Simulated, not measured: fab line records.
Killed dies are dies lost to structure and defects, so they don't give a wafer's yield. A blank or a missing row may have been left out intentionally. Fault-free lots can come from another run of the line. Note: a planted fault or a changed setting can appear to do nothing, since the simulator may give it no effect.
One fault through the eyes of 2 desks    flow rit_cmos    only its own numbers are on each desk; what lay behind them is given at the end

FOR THE TOOL OWNER'S DESK: lpcvd-02
The tool's own readings at RIT_ACTIVE_CVD_03 (deposits Si3N4 from SiH2Cl2/NH3, target thk 150 nm, time 1500 s): means of the sampled wafers that have a number, for each lot that ran on this tool. A lot is out of limits, marked OUT, if its mean lies more than 4 standard deviations from the usual mean; the brackets give that distance.
Columns: A = zone_power_load_pct at RIT_ACTIVE_CVD_03, usual 20.6 %
lot   first seen here  A
L658  day 2 20:05      21.7
L665  day 4 06:53      21.9
L666  day 4 10:07      22.1
L668  day 4 20:41      22.0
L669  day 5 01:20      22.0
This desk's finding: nothing out of limits on any of the 5 lots.

THE METROLOGY DESK
What the gauges read for every lot (on any tool): the sampled wafers with a number, averaged. A lot is out of limits, marked OUT, if its mean lies more than 4 standard deviations from the usual mean; the brackets give that distance.
Columns: A = ACTIVE_NITRIDE_THK at RIT_ACTIVE_THK_MEAS_04, usual 150.2 nm
lot   first seen here  A
L652  day 1 13:39      152.8
L653  day 1 18:44      149.9
L654  day 2 00:30      150.3
L658  day 2 21:31      151.6
L659  day 3 01:21      148.5
L660  day 3 05:38      150.2
L661  day 3 11:51      151.6
L663  day 3 20:32      149.1
L665  day 4 08:19      152.9
L666  day 4 11:32      149.1
L667  day 4 17:52      150.2
L668  day 4 22:07      116.9 (-26) OUT
L669  day 5 02:46      115.1 (-27) OUT
L674  day 6 06:06      150.9
This desk finds L668, L669 out of limits, with the earliest case on L668 at day 4 22:07 (ACTIVE_NITRIDE_THK at RIT_ACTIVE_THK_MEAS_04). In limits: L652, L653, L654, L658, L659, L660, L661, L663, L665, L666, L667, L674.

TAKEN TOGETHER
The metrology desk could have raised an alarm at day 4 22:07, on L668, L669.
Nothing out of limits was seen by the tool owner's desk.
The tool owner's desk has L668, L669 on record, within its limits.
Of the lots named, all ran RIT_ACTIVE_CVD_03 on lpcvd-02.

WHAT THE SIMULATOR PUT IN
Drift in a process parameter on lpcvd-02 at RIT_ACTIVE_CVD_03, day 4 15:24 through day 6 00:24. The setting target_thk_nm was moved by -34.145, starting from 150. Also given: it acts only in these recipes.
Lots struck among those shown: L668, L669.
Hours from the fault's start to each desk's first reading out of limits: the metrology desk, 7.
